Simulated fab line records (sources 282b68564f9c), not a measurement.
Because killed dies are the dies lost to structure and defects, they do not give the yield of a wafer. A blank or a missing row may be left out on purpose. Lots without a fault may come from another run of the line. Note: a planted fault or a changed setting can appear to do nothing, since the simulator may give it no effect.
A single fault, viewed from 2 desks / flow ritCmos / every desk sees just its own numbers, and what lay behind them comes last

AT THE METROLOGY DESK
What the gauges read, lot by lot, whatever tool the lot ran on: means of the sampled wafers that have a number. If a lot's mean is further than 4 standard deviations from the usual mean, the lot is out of limits and carries the mark OUT (the distance appears in the brackets).
Columns: A = ACTIVE_OXIDE_THK at RIT_ACTIVE_THK_MEAS_02, usual 50.3 nm
lot=L824; first seen here=day 1 12:04; A=49.7
lot=L825; first seen here=day 1 17:57; A=50.6
lot=L827; first seen here=day 2 04:05; A=51.5
lot=L828; first seen here=day 2 10:30; A=50.7
lot=L829; first seen here=day 2 13:03; A=50.6
lot=L831; first seen here=day 2 23:59; A=50.8
lot=L834; first seen here=day 3 14:04; A=54.6 (+5.8) OUT
lot=L835; first seen here=day 3 20:06; A=50.0
lot=L838; first seen here=day 4 11:05; A=49.5
lot=L841; first seen here=day 5 02:07; A=54.1 (+5.3) OUT
lot=L842; first seen here=day 5 06:31; A=49.9
lot=L843; first seen here=day 5 11:03; A=50.7
lot=L844; first seen here=day 5 16:46; A=51.3
lot=L845; first seen here=day 5 22:05; A=50.3
Finding of this desk: L834, L841 out of limits, first seen on L834 at day 3 14:04 (ACTIVE_OXIDE_THK at RIT_ACTIVE_THK_MEAS_02). Within limits: L824, L825, L827, L828, L829, L831, L835, L838, L842, L843, L844, L845.

THE TOOL OWNER'S DESK: furnace-03
The tool's own readings at RIT_ACTIVE_OXIDATION_01 (target thk 46.8 nm, ox time 3360 s): means of the sampled wafers that have a number, for each lot that ran on this tool. If a lot's mean is further than 4 standard deviations from the usual mean, the lot is out of limits and carries the mark OUT (the distance appears in the brackets).
Columns: A = zonePowerCentrePct at RIT_ACTIVE_OXIDATION_01, usual 51 %
lot=L825; first seen here=day 1 15:59; A=42
lot=L828; first seen here=day 2 08:34; A=42
lot=L829; first seen here=day 2 11:07; A=42
lot=L831; first seen here=day 2 22:04; A=42
lot=L834; first seen here=day 3 12:07; A=42
lot=L841; first seen here=day 5 00:11; A=42
Result from this desk: across the 6 lots, nothing is out of limits.

PUT TOGETHER
On L834, L841, the metrology desk was in a position to raise an alarm at day 3 14:04.
The tool owner's desk saw nothing out of limits.
Tool owner's desk: L834, L841 on record, inside its limits.
All the named lots went through RIT_ACTIVE_OXIDATION_01 on furnace-03.

WHAT WAS PUT IN BY THE SIMULATOR
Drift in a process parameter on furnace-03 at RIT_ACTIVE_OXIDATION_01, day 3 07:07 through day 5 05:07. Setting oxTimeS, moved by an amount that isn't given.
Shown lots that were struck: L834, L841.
Per desk, hours elapsed from the start of the fault to the first reading out of limits: for the metrology desk, 7.
